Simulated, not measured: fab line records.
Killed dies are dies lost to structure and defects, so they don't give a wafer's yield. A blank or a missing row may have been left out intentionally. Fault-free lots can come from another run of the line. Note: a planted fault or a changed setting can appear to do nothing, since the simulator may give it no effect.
8D (eight disciplines) problem report, filled in by code || flow berkeley cmos170 || the parts of the form that need people (team, actions taken, sign-off) are left out

== 1. THE PROBLEM ==
strip time to endpoint s at UCB170_PWELL_STRIP_16 reads a mean of 19.98 s on 6 wafers of 2 lots; wafers without a fault read 18.06 s with a standard deviation of 0.088. Measured from the usual mean, that is +22 standard deviations.
The step: strips in O2.
Seen first at day 6 14:08 on plasma asher-01, wafer L498.2. At this step, 42 wafers from 14 lots have a number in the record. Rule for "out" (also "out of limits"): further than 4 standard deviations from the usual mean. The rest of the wafers with a number are treated as sound.

== 2. WHAT THIS IS AND IS NOT ==
{"question": "which readings at this step", "is": "strip time to endpoint s", "is not": "drypump motor current A, oes product au"}
{"question": "which lots", "is": "L498, L499", "is not": "L482, L484, L485, L488, L489, L490, L491, L497, L500, L501, L502, L503"}
{"question": "which wafers of those lots", "is": "all that have a number", "is not": "-"}
{"question": "read on which tools", "is": "plasma asher-01", "is not": "plasma asher-02, plasma asher-03"}
{"question": "when", "is": "from day 6 14:08", "is not": "up to then (24 sound wafers); but 12 sound wafers of L500, L501, L502, L503 came after"}

== 3. WHAT RULES OUT EACH SUSPECT ==
Counting: a tool at any process step up to the reading remains a suspect when it ran all the lots that are out and ran no sound lot after the first of those.
- litho track-01 at UCB170_PWELL_COAT_08 (resist thk 900 nm): kept. It processed each lot that is out, first L498 at day 6 13:03, and no sound lot thereafter; up to then, the last sound lot it processed was L497 at day 6 02:22.
- plasma asher-01 at UCB170_PWELL_STRIP_16 (strips in O2): ruled out as a lasting fault. The sound lots L502 went through it after L498, its earliest lot that is out (day 6 14:08).
Remaining after the count: litho track-01 at UCB170_PWELL_COAT_08.

== 4. THE CAUSE (what the simulator had put in) ==
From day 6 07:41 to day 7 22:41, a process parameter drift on litho track-01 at UCB170_PWELL_COAT_08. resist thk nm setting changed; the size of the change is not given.
The count eliminated every tool but this one.

== 5. THE CHAIN OF EFFECTS, in route order ==
Rows list readings where the struck wafers' mean (over those with a number) sits beyond 3 standard deviations from the usual. Scope: only readings with a usual standard deviation given in the record; hours: median across lots of the time from each lot's start at the first step in this table that gives one to its start at this step; sigmas: change in usual standard deviations.
{"hours": 0, "step": "UCB170_PWELL_STRIP_16", "reading": "strip time to endpoint s", "usual": "18.06 s", "on struck wafers": 19.98, "change": "+1.92", "sigmas": "+22"}
The process steps in it:
- UCB170_PWELL_STRIP_16: strips in O2.
Later measuring or inspecting steps at which every struck wafer that the step has a row for has a number for every such reading, and none has moved that far: UCB170_ACTIVE_THK_MEAS_03, UCB170_ACTIVE_OVL_MEAS_14.

== 6. WHAT WOULD HAVE CAUGHT IT SOONER ==
6 hours passed between the start of the fault at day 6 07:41 and the first reading out of limits in this record, taken at day 6 14:08.
No tool reading at UCB170_PWELL_COAT_08 that has a usual standard deviation in the record was out on any struck wafer, so an alarm limit of 4 standard deviations on those readings would not have fired.
Of the lots that are out (2), L499 began UCB170_PWELL_COAT_08 on litho track-01 after day 6 14:08. It would have been spared by a hold on the tool at that moment.
